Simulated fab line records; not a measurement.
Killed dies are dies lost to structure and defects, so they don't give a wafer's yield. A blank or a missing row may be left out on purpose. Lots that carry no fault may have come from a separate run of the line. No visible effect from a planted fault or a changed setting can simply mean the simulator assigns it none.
fab line records	flow ritCmos
record: lots: 14	wafers: 42	lastDay: 7
route steps=202 shown PRETRO@74 GATE@96 NSD@140 CONTACT@175 M1@202
lots with no fault: from the same line, run without faults
startH: start of the lot's first displayed wafer, in hours after the record's first day	waitH: hours elapsed since this lot's preceding step	" identical to the entry in the row above	L1.1+2: a row that stands for several wafers	- no value present, or no start provided	* or withheld: withheld	< > ~ a bound
route shown NAME@n: NAME is a module with steps in the file, n the number in the route of the first one	usual: mean/standard deviation taken from wafers without a fault	same: alike in all rows	chamber/n: place in a boat	sites: each site's reading	_std_site: how widely they spread, as a standard deviation	_edge_site: the outer-site mean with the inner-site mean subtracted	radiusMm: for every site, how far away it sits from the centre of the wafer	mask NAME#n: copy n	behind: the most recent tool/chamber to have shaped the wafer	hold: what put the lot on hold/how long, in hours/how the hold closed	device: the transistor (n, p or np) that didn't switch	end of line: the tests these same wafers got at the end of their route	a step given without rows: its recipe and nothing more	killed: dies lost to structure and defects at the first sort, not the wafer's yield	map: the dies of a wafer, with x for killed, . for not killed, _ for no die there
set.NAME: the run value of the setting; set.NAME@STEP: its run value at that earlier step	model.NAME: the simulator's own value behind a step, which no gauge read
the route's steps for a sample of lots (tables are steps, rows are wafers)
services: when a tool's chamber went out of use (startH, in hours from the record's first day, below 0 if earlier), for how many hours, and the reason
== steps ==
step: RIT_PRETRO_TW_MEAS_10
usual: PRETRO_TW: 474/3.6
lot.wafer	tool	chamber	startH	waitH	PRETRO_TW
L274.1	filmMetro-04	-	31.81	0.1	472
L274.3	"	-	"	"	474
L274.5	"	-	"	"	475
L275.1	filmMetro-02	-	36.33	0.1	468
L275.2	"	-	"	"	470
L275.4	"	-	"	"	471
L276.3	filmMetro-02	-	42.66	0.1	468
L276.5	"	-	"	"	469
L276.6	"	-	"	"	469
L277.3	filmMetro-03	-	47.34	0.1	475
L277.4	"	-	"	"	474
L277.6	"	-	"	"	475
L278.1	filmMetro-02	-	53.15	0.1	470
L278.2	"	-	"	"	471
L278.3	"	-	"	"	471
L279.3	filmMetro-04	-	56.12	0.1	477
L279.4	"	-	"	"	476
L279.5	"	-	"	"	477
L280.4	filmMetro-02	-	62.03	0.1	468
L280.5	"	-	"	"	472
L280.6	"	-	"	"	472
L281.1	filmMetro-02	-	67.51	0.1	468
L281.3	"	-	"	"	472
L281.6	"	-	"	"	469
L282.2	filmMetro-02	-	73.60	0.1	468
L282.4	"	-	"	"	470
L282.5	"	-	"	"	470
L287.2	filmMetro-03	-	103.46	0.1	476
L287.4	"	-	"	"	477
L287.5	"	-	"	"	475
L288.1	filmMetro-04	-	106.43	0.1	475
L288.2	"	-	"	"	477
L288.3	"	-	"	"	477
L294.3	filmMetro-04	-	131.84	0.1	477
L294.5	"	-	"	"	480
L294.6	"	-	"	"	478
L295.1	filmMetro-04	-	135.87	0.1	478
L295.3	"	-	"	"	480
L295.5	"	-	"	"	479
L297.2	filmMetro-02	-	148.78	0.1	476
L297.4	"	-	"	"	471
L297.5	"	-	"	"	473
step: RIT_GATE_STRIP_20
recipe: chemistry: O2	timeS: 180	resist: NOVOLAK	platenTempC: withheld	powerW: 500	pressureMtorr: 4000	o2FlowSccm: 4000
usual: drypumpMotorCurrentA: 5.4/0.37
lot.wafer	tool	chamber	startH	waitH	drypumpMotorCurrentA	rfHoursCounterH
L274.1	plasmaAsher-03	0	36.79	0.1	5.9	39
L274.3	"	1	"	"	5.0	-
L274.5	"	1	"	"	5.0	-
L275.1	plasmaAsher-03	1	41.50	0.1	5.0	40
L275.2	"	0	"	"	5.9	40
L275.4	"	1	"	"	5.0	-
L276.3	plasmaAsher-03	1	48.78	0.1	5.0	-
L276.5	"	0	"	"	5.9	-
L276.6	"	1	"	"	5.0	-
L277.3	plasmaAsher-03	0	53.11	0.1	5.9	-
L277.4	"	1	"	"	5.0	-
L277.6	"	1	"	"	5.0	-
L278.1	plasmaAsher-04	1	58.36	0.1	5.2	41
L278.2	"	0	"	"	5.9	41
L278.3	"	1	"	"	5.2	-
L279.3	plasmaAsher-01	1	62.08	0.1	5.3	-
L279.4	"	0	"	"	5.4	-
L279.5	"	1	"	"	5.3	-
L280.4	plasmaAsher-04	1	67.69	0.1	5.2	-
L280.5	"	1	"	"	5.2	-
L280.6	"	0	"	"	5.9	-
L281.1	plasmaAsher-01	1	72.51	0.1	5.3	42
L281.3	"	1	"	"	5.3	-
L281.6	"	0	"	"	5.3	-
L282.2	plasmaAsher-01	1	84.67	0.1	5.3	44
L282.4	"	0	"	"	5.3	-
L282.5	"	0	"	"	5.3	-
L287.2	plasmaAsher-01	1	108.51	0.1	5.2	46
L287.4	"	0	"	"	5.3	-
L287.5	"	0	"	"	5.3	-
L288.1	plasmaAsher-04	0	112.98	0.1	5.9	47
L288.2	"	1	"	"	5.2	47
L288.3	"	1	"	"	5.2	-
L294.3	plasmaAsher-04	1	137.09	0.1	5.2	-
L294.5	"	0	"	"	5.9	-
L294.6	"	1	"	"	5.2	-
L295.1	plasmaAsher-01	0	141.66	0.1	5.3	3
L295.3	"	1	"	"	5.2	-
L295.5	"	1	"	"	5.3	-
L297.2	plasmaAsher-03	1	155.69	0.1	5.0	52
L297.4	"	0	"	"	5.9	-
L297.5	"	1	"	"	5.0	-
step: RIT_NSD_STRIP_09
recipe: chemistry: O2	timeS: 180	resist: NOVOLAK	platenTempC: withheld	powerW: 500	pressureMtorr: 4000	o2FlowSccm: 4000
usual: drypumpMotorCurrentA: 5.42/0.23
lot.wafer	tool	chamber	startH	waitH	drypumpMotorCurrentA	rfHoursCounterH
L274.1	plasmaAsher-01	1	47.13	0.1	5.25	40
L274.3	"	0	"	"	5.30	-
L274.5	"	0	"	"	5.33	-
L275.1	plasmaAsher-02	0	51.62	0.1	5.36	26
L275.2	"	1	"	"	5.41	26
L275.4	"	1	"	"	5.38	-
L276.3	plasmaAsher-02	0	58.61	0.1	5.35	-
L276.5	"	0	"	"	5.30	-
L276.6	"	1	"	"	5.39	-
L277.3	plasmaAsher-02	0	62.94	0.1	5.35	-
L277.4	"	1	"	"	5.40	-
L277.6	"	1	"	"	5.37	-
L278.1	plasmaAsher-04	1	69.58	0.1	5.23	42
L278.2	"	0	"	"	5.92	42
L278.3	"	0	"	"	5.95	-
L279.3	plasmaAsher-01	0	74.18	0.1	5.34	-
L279.4	"	1	"	"	5.25	-
L279.5	"	0	"	"	5.34	-
L280.4	plasmaAsher-02	1	78.51	0.1	5.45	-
L280.5	"	1	"	"	5.41	-
L280.6	"	0	"	"	5.39	-
L281.1	plasmaAsher-01	1	82.61	0.1	5.27	43
L281.3	"	1	"	"	5.25	-
L281.6	"	0	"	"	5.32	-
L282.2	plasmaAsher-04	0	97.21	0.1	5.93	44
L282.4	"	0	"	"	5.92	-
L282.5	"	1	"	"	5.17	-
L287.2	plasmaAsher-04	0	122.01	0.1	5.99	47
L287.4	"	1	"	"	5.23	-
L287.5	"	0	"	"	5.95	-
L288.1	plasmaAsher-04	0	123.44	0.1	5.93	48
L288.2	"	1	"	"	5.17	48
L288.3	"	0	"	"	5.93	-
L294.3	plasmaAsher-04	0	147.46	0.1	5.95	-
L294.5	"	1	"	"	5.23	-
L294.6	"	0	"	"	5.95	-
L295.1	plasmaAsher-02	0	151.78	0.1	5.39	37
L295.3	"	0	"	"	5.38	-
L295.5	"	0	"	"	5.39	-
L297.2	plasmaAsher-01	0	166.01	0.1	5.32	5
L297.4	"	0	"	"	5.35	-
L297.5	"	0	"	"	5.30	-
step: RIT_CONTACT_DEVELOP_07
recipe: resist: NOVOLAK	developTimeS: 120	devTempC: 23
usual: developerTempC: 22.98/0.1
lot.wafer	tool	chamber	startH	waitH	developerTempC
L274.1	lithoTrack-02	0	51	-	22.95
L274.3	"	0	"	"	23.03
L274.5	"	0	"	"	22.95
L275.1	lithoTrack-04	0	55	-	23.07
L275.2	"	0	"	"	22.82
L275.4	"	0	"	"	22.88
L276.3	lithoTrack-04	0	62	-	23.13
L276.5	"	0	"	"	22.87
L276.6	"	0	"	"	22.93
L277.3	lithoTrack-04	0	67	-	22.95
L277.4	"	0	"	"	23.03
L277.6	"	0	"	"	22.93
L278.1	lithoTrack-04	0	73	-	23.17
L278.2	"	0	"	"	23.09
L278.3	"	0	"	"	22.93
L279.3	lithoTrack-04	0	78	-	23.02
L279.4	"	0	"	"	23.08
L279.5	"	0	"	"	22.91
L280.4	lithoTrack-04	0	82	-	22.95
L280.5	"	0	"	"	22.95
L280.6	"	0	"	"	22.79
L281.1	lithoTrack-04	0	86	-	23.00
L281.3	"	0	"	"	22.76
L281.6	"	0	"	"	22.92
L282.2	lithoTrack-01	0	101	-	23.04
L282.4	"	0	"	"	23.01
L282.5	"	0	"	"	23.17
L287.2	lithoTrack-01	0	126	-	23.51
L287.4	"	0	"	"	23.68
L287.5	"	0	"	"	23.63
L288.1	lithoTrack-01	0	127	-	23.68
L288.2	"	0	"	"	23.81
L288.3	"	0	"	"	23.78
L294.3	lithoTrack-04	0	151	-	22.84
L294.5	"	0	"	"	22.98
L294.6	"	0	"	"	22.91
L295.1	lithoTrack-04	0	155	-	22.93
L295.3	"	0	"	"	23.01
L295.5	"	0	"	"	23.14
L297.2	lithoTrack-04	0	170	-	23.05
L297.4	"	0	"	"	23.15
L297.5	"	0	"	"	23.00
step: RIT_M1_PROBE_99
usual: killed_at_M0_to_M3: 0.0/0.12	killedAtContacts: 0.1/0.31	killedAtFrontEnd: 6.8/2.7	killedDies: 6.9/2.7	killedOpen: 3.3/1.8	killedShort: 3.5/1.8
same: grossDies: 264	killed_at_M4_up: 0	killedAtBackSide: 0	killedAtOther: 0
lot.wafer	tool	chamber	startH	waitH	killed_at_M0_to_M3	killedAtContacts	killedAtFrontEnd	killedDies	killedOpen	killedShort
L280.4	prober-01	-	90.26	0.2	0	0	8	8	4	4
L280.5	prober-01	-	90.31	0.2	0	0	6	6	3	3
L280.6	prober-01	-	90.36	0.2	0	0	8	8	6	2
L287.2	prober-01	-	131.73	0.1	0	0	6	6	5	1
L287.4	prober-01	-	131.83	0.2	0	0	9	9	2	7
L287.5	prober-01	-	131.88	0.2	0	1	7	8	5	3
L295.1	prober-01	-	161.37	0.1	0	0	6	6	2	4
L295.3	prober-01	-	161.47	0.2	0	0	8	8	4	4
L295.5	prober-01	-	161.57	0.2	0	0	4	4	2	2
L297.2	prober-01	-	176.09	0.1	0	1	4	5	3	2
L297.4	prober-01	-	176.19	0.2	0	0	4	4	3	1
L297.5	prober-01	-	176.24	0.2	0	0	6	6	3	3
killed by level:class
L280.4 GATE:geometricParticle:short=2 FOX1:geometricParticle:short=1 FOX2:geometricParticle:open=1 GATE:geometricParticle:open=1 SPACER:geometricParticle:open=1 SPACER:geometricParticle:short=1 SILICIDE:geometricParticle:open=1
L280.5 GATE:geometricParticle:short=3 GATE:geometricParticle:open=2 FOX1:geometricParticle:open=1
L280.6 SILICIDE:geometricParticle:open=3 GATE:geometricParticle:open=2 FOX1:geometricParticle:open=1 FOX1:geometricParticle:short=1 SILICIDE:geometricParticle:short=1
L287.2 GATE:geometricParticle:open=3 FOX1:geometricParticle:open=1 GATE:geometricParticle:short=1 SILICIDE:geometricParticle:open=1
L287.4 GATE:geometricParticle:short=6 GATE:geometricParticle:open=1 SPACER:geometricParticle:open=1 SILICIDE:geometricParticle:short=1
L287.5 GATE:geometricParticle:open=3 FOX2:geometricParticle:short=2 GATE:geometricParticle:short=1 SPACER:geometricParticle:open=1 CONTACT:geometricParticle:open=1
L295.1 GATE:geometricParticle:short=2 FOX1:geometricParticle:short=1 FOX2:geometricParticle:short=1 GATE:geometricParticle:open=1 SPACER:geometricParticle:open=1
L295.3 GATE:geometricParticle:short=4 FOX1:geometricParticle:open=1 GATE:geometricParticle:open=1 REOX:geometricParticle:open=1 SILICIDE:geometricParticle:open=1
L295.5 FOX2:geometricParticle:open=1 REOX:geometricParticle:short=1 SPACER:geometricParticle:short=1 SPACER:geometricParticle:open=1
L297.2 FOX2:geometricParticle:short=1 FOX2:geometricParticle:open=1 GATE:geometricParticle:short=1 GATE:geometricParticle:open=1 CONTACT:geometricParticle:open=1
L297.4 FOX2:geometricParticle:open=3 GATE:geometricParticle:short=1
L297.5 GATE:geometricParticle:short=2 SILICIDE:geometricParticle:open=2 FOX2:geometricParticle:open=1 SPACER:geometricParticle:short=1
== services ==
tool	chamber	startH	hours	kind
plasmaAsher-02	-	26.34	0.9	repair
plasmaAsher-01	-	31.89	11.1	repair
plasmaAsher-01	-	108.75	9.0	pm
plasmaAsher-01	0	108.75	9.0	ventCycle
plasmaAsher-01	1	108.75	9.0	ventCycle
plasmaAsher-04	-	116.28	1.5	repair
plasmaAsher-01	0	117.75	-	clean
plasmaAsher-01	1	117.75	-	clean
lithoTrack-04	-	129.04	-	consumableReplace:filter
plasmaAsher-04	-	166.07	2.9	repair
== key ==
firstSign: step: RIT_CONTACT_DEVELOP_07	reading: developerTempC	direction: up	sigmas: 7	usual: *	struck: *
effect none on later readings
metAt RIT_CONTACT_DEVELOP_07
struckLots L287,L288
testerLeftOut L287,L288
loopTrim: step: RIT_CONTACT_EXPOSE_05	setting: dose	lots: L287,L288
notActingAt RIT_PRETRO_TW_MEAS_10,RIT_GATE_STRIP_20,RIT_NSD_STRIP_09
onsetBetween 101 126
fault: kind: processParameterDrift	tool: lithoTrack-01	chamber: -	onsetH: 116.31	steps: RIT_CONTACT_DEVELOP_07	channel: devTempC	offset: *	shape: step	endH: 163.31	actsIn: *	stated: *
testerLeftOut: of these lots the tester's yield and bins aren't shown, on N5 and GAA mostly nor the transistor test; their killed dies are dies lost to structure and defects alone, not to doping, threshold or leakage, so they don't give the yield
loopTrim: a control loop set the setting to another value than it would have without faults
